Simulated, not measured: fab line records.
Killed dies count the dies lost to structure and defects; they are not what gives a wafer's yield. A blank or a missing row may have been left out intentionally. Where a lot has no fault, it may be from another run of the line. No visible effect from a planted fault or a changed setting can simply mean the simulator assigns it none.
fab line records | flow berkeleyCmos170
record: lots: 13 wafers: 39 lastDay: 13
route steps=331 shown M1@238
lots with no fault: from the same line, run without faults
startH: the number of hours between the record's first day and the start of the first shown wafer of the lot | waitH: hours elapsed since this lot's preceding step | " same as the row above | L1.1+2: several wafers, shown together as one row | - value missing, or start not given | * or withheld: withheld | < > ~ a bound
route shown NAME@n: a module of which the file shows steps, and the number in the route of the first | usual: the fault-free wafers' mean and standard deviation | same: alike in all rows | chamber/n: place in a boat | sites: each site's reading | _std_site: their standard deviation | _edge_site: outer sites' mean less inner sites' | radiusMm: for every site, how far away it sits from the centre of the wafer | mask NAME#n: copy n | behind: the most recent tool/chamber to have shaped the wafer | hold: why the lot was held/for how many hours/how that ended | device: names the non-switching transistor (n, p or np) | end of line: the route-end tests of the same wafers | where a step has no rows: the recipe by itself | killed: count of dies lost to structure and defects at first sort (not the wafer's yield) | map: shows each die of a wafer: x if killed, . if not, _ if none is there
set.NAME: the setting the step ran with; set.NAME@STEP: the setting that earlier step ran with | model.NAME: the simulator's own value behind a step, which no gauge read
one table for each step of the route and one row for each wafer, over a sample of lots
services: a tool's chamber out of use, with start hour (startH, from the record's first day; less than 0 if before it), hours out, and reason
== steps ==
step: UCB170_M1_SPUTTER_00
recipe: material: Al targetThkNm: 600 timeS: 80 powerW: 6000 chamberPressurePa: 0.5
usual: throttleValvePct: 29.9/1.5
columns lot.wafer tool chamber startH waitH throttleValvePct
L997.1 pvdSputter-03 - 184.22 0.0 27.4
L997.3 " - " " 31.9
L997.5 " - " " 28.8
L999.4 pvdSputter-02 - 198.90 0.0 29.3
L999.5 " - " " 29.6
L999.6 " - " " 29.5
L101.1 pvdSputter-03 - 199.16 0.0 31.7
L101.2 " - " " 28.4
L101.6 " - " " 31.7
L100.1 pvdSputter-02 - 201.02 0.0 29.6
L100.4 " - " " 32.5
L100.5 " - " " 29.6
L102.2 pvdSputter-03 - 201.45 0.0 27.3
L102.4 " - " " 28.5
L102.5 " - " " 31.8
L105.1 pvdSputter-03 - 215.97 0.0 28.5
L105.3 " - " " 27.5
L105.6 " - " " 29.0
L106.2 pvdSputter-02 - 223.90 0.0 29.8
L106.4 " - " " 30.9
L106.6 " - " " 29.3
L108.1 pvdSputter-02 - 237.18 0.0 29.6
L108.5 " - " " 32.5
L108.6 " - " " 30.7
L116.1 pvdSputter-03 - 264.86 0.0 27.4
L116.2 " - " " 28.8
L116.6 " - " " 28.6
L112.2 pvdSputter-02 - 266.05 0.0 32.5
L112.4 " - " " 29.9
L112.5 " - " " 29.5
L117.1 pvdSputter-03 - 287.47 0.0 28.7
L117.2 " - " " 27.6
L117.3 " - " " 31.9
L119.3 pvdSputter-03 - 296.80 0.0 28.5
L119.5 " - " " 31.8
L119.6 " - " " 27.3
L118.1 pvdSputter-01 - 297.40 0.0 29.9
L118.2 " - " " 31.6
L118.6 " - " " 28.4
step: UCB170_M1_RS_MEAS_01
recipe: thkMeasGauge: four-point-probe reads: Al_of_M1_SPUTTER_00
usual: M1_AL_RS: 0.0484/0.00056
columns lot.wafer tool chamber startH waitH M1_AL_RS[ohm/sq]
L997.1 filmMetro-02 - 184.28 0.0 0.0493
L997.3 " - " " 0.0481
L997.5 " - " " 0.0482
L999.4 filmMetro-01 - 199.02 0.1 0.0482
L999.5 " - " " 0.0484
L999.6 " - " " 0.0484
L101.1 filmMetro-01 - 199.22 0.0 0.0489
L101.2 " - " " 0.0494
L101.6 " - " " 0.0488
L100.1 filmMetro-01 - 201.08 0.0 0.0487
L100.4 " - " " 0.0485
L100.5 " - " " 0.0481
L102.2 filmMetro-02 - 201.53 0.1 0.0486
L102.4 " - " " 0.0478
L102.5 " - " " 0.0473
L105.1 filmMetro-02 - 216.04 0.0 0.0485
L105.3 " - " " 0.0497
L105.6 " - " " 0.0484
L106.2 filmMetro-01 - 223.99 0.1 0.0496
L106.4 " - " " 0.0485
L106.6 " - " " 0.0487
L108.1 filmMetro-04 - 237.24 0.0 0.0495
L108.5 " - " " 0.0489
L108.6 " - " " 0.0486
L116.1 filmMetro-04 - 264.92 0.0 0.0487
L116.2 " - " " 0.0478
L116.6 " - " " 0.0479
L112.2 filmMetro-01 - 266.13 0.1 0.0482
L112.4 " - " " 0.0487
L112.5 " - " " 0.0388
L117.1 filmMetro-02 - 287.54 0.0 0.0480
L117.2 " - " " 0.0493
L117.3 " - " " 0.0482
L119.3 filmMetro-01 - 296.90 0.1 0.0473
L119.5 " - " " 0.0475
L119.6 " - " " 0.0485
L118.1 filmMetro-04 - 297.46 0.0 0.0483
L118.2 " - " " 0.0485
L118.6 " - " " 0.0486
step: UCB170_M1_THK_MEAS_02
recipe: thkMeasGauge: xrf reads: Al_of_M1_SPUTTER_00
usual: M1_AL_THK: 597/7.1
columns lot.wafer tool chamber startH waitH M1_AL_THK[nm]
L997.1 filmMetro-02 - 184.40 0.1 582
L997.3 " - " " 596
L997.5 " - " " 596
L999.4 filmMetro-01 - 199.11 0.1 601
L999.5 " - " " 597
L999.6 " - " " 603
L101.1 filmMetro-01 - 199.34 0.1 589
L101.2 " - " " 585
L101.6 " - " " 593
L100.1 filmMetro-01 - 201.20 0.1 598
L100.4 " - " " 595
L100.5 " - " " 602
L102.2 filmMetro-02 - 201.64 0.1 593
L102.4 " - " " 605
L102.5 " - " " 607
L105.1 filmMetro-02 - 216.16 0.1 590
L105.3 " - " " 578
L105.6 " - " " 590
L106.2 filmMetro-01 - 224.10 0.1 584
L106.4 " - " " 598
L106.6 " - " " 595
L108.1 filmMetro-04 - 237.36 0.1 585
L108.5 " - " " 596
L108.6 " - " " 596
L116.1 filmMetro-04 - 265.04 0.1 592
L116.2 " - " " 607
L116.6 " - " " 603
L112.2 filmMetro-01 - 266.24 0.1 598
L112.4 " - " " 588
L112.5 " - " " 741
L117.1 filmMetro-02 - 287.66 0.1 594
L117.2 " - " " 582
L117.3 " - " " 596
L119.3 filmMetro-01 - 297.00 0.1 611
L119.5 " - " " 610
L119.6 " - " " 597
L118.1 filmMetro-04 - 297.58 0.1 597
L118.2 " - " " 594
L118.6 " - " " 595
step: UCB170_M1_METAL_ETCH_12
recipe: chemistry: Cl2/BCl3 target: Al stopOn: PSG pressureMtorr: 12 targetDepthA: 7800 overEtchFrac: 0.3 timeS: 130 icpW: 600 biasW: 120 Cl2_flow_sccm: 90 bcl3FlowSccm: 45
usual: drypumpMotorCurrentA: 5.9/0.63 oesProductAu: 0.853/0.013 throttleValvePct: 24.31/0.14
columns lot.wafer tool chamber startH waitH drypumpMotorCurrentA oesProductAu rfHoursCounterH throttleValvePct
L997.1 rieMetal-01 1 187.41 - 5.6 0.844 16 24.26
L997.3 " 1 " " 5.6 0.847 - 24.28
L997.5 " 0 " " 6.7 0.845 - 24.28
L999.4 rieMetal-03 1 201.24 - 5.7 0.861 - 24.57
L999.5 " 0 " " 5.5 0.855 - 24.15
L999.6 " 1 " " 5.6 0.862 - 24.57
L101.1 rieMetal-01 0 201.47 - 6.7 0.828 7 24.29
L101.2 " 0 " " 6.7 0.834 - 24.29
L101.6 " 0 " " 6.7 0.836 - 24.28
L100.1 rieMetal-04 1 202.92 - 5.0 0.860 10 24.10
L100.4 " 1 " " 5.0 0.858 - 24.08
L100.5 " 0 " " 5.6 0.854 - 24.41
L102.2 rieMetal-01 0 203.24 - 6.7 0.831 - 24.29
L102.4 " 0 " " 6.7 0.842 - 24.29
L102.5 " 0 " " 6.7 0.850 - 24.29
L105.1 rieMetal-03 0 217.73 - 5.5 0.858 9 24.13
L105.3 " 0 " " 5.5 0.840 - 24.15
L105.6 " 1 " " 5.7 0.859 - 24.56
L106.2 rieMetal-01 0 226.05 - 6.8 0.833 - 24.30
L106.4 " 0 " " 6.7 0.836 - 24.29
L106.6 " 0 " " 6.7 0.839 - 24.29
L108.1 rieMetal-03 0 238.83 - 5.5 0.847 9 24.13
L108.5 " 0 " " 5.5 0.852 - 24.14
L108.6 " 1 " " 5.7 0.866 - 24.58
L116.1 rieMetal-04 0 266.26 - 5.6 0.851 7 24.41
L116.2 " 1 " " 5.0 0.860 12 24.08
L116.6 " 1 " " 5.0 0.871 - 24.08
L112.2 rieMetal-01 0 267.52 - 6.8 0.843 10 24.28
L112.4 " 0 " " 6.7 0.844 - 24.29
L112.5 " 1 " " 5.6 0.978 - 24.38
L117.1 rieMetal-01 1 289.50 - 5.5 0.864 1 24.40
L117.2 " 0 " " 6.7 0.827 10 24.28
L117.3 " 0 " " 6.7 0.849 - 24.28
L119.3 rieMetal-04 0 298.50 - 5.6 0.864 - 24.40
L119.5 " 0 " " 5.6 0.867 - 24.41
L119.6 " 0 " " 5.6 0.858 - 24.40
L118.1 rieMetal-01 1 299.24 - 5.6 0.872 2 24.41
L118.2 " 0 " " 6.7 0.840 11 24.28
L118.6 " 0 " " 6.7 0.835 - 24.28
== services ==
columns tool chamber startH hours kind
pvdSputter-02 - 182.03 3.1 repair
rieMetal-01 1 196.17 - clean
rieMetal-01 1 196.17 30.3 scheduledDown
rieMetal-01 1 196.17 30.3 ventCycle
rieMetal-01 - 238.73 2.8 pm
rieMetal-03 0 249.80 3.8 repair
rieMetal-04 1 290.18 - clean
rieMetal-04 1 290.18 19.2 scheduledDown
rieMetal-04 1 290.18 19.2 ventCycle
== key ==
firstSign: step: UCB170_M1_RS_MEAS_01 reading: M1_AL_RS direction: down sigmas: 17 usual: 0.0484 struck: 0.0388
effect: step: UCB170_M1_THK_MEAS_02 reading: M1_AL_THK direction: up sigmas: 20 usual: 597 struck: 741
effect: step: UCB170_M1_METAL_ETCH_12 reading: oesProductAu direction: up sigmas: 9.4 usual: 0.853 struck: 0.978
metAt UCB170_M1_SPUTTER_00
struckLots L112
struckWafers L112.5
sortLeftOut L112.5
onsetBetween 223.90 266.05
fault: kind: processParameterDrift tool: pvdSputter-02 chamber: - onsetH: 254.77 steps: UCB170_M1_SPUTTER_00 channel: targetThkNm offset: 143.58 shape: step endH: 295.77 actsIn: theseRecipesOnly stated: 600 scope: struckWafersOnly
sortLeftOut: the simulated sort isn't trusted on such a fault, so these wafers' sort isn't shown, and their yield isn't known
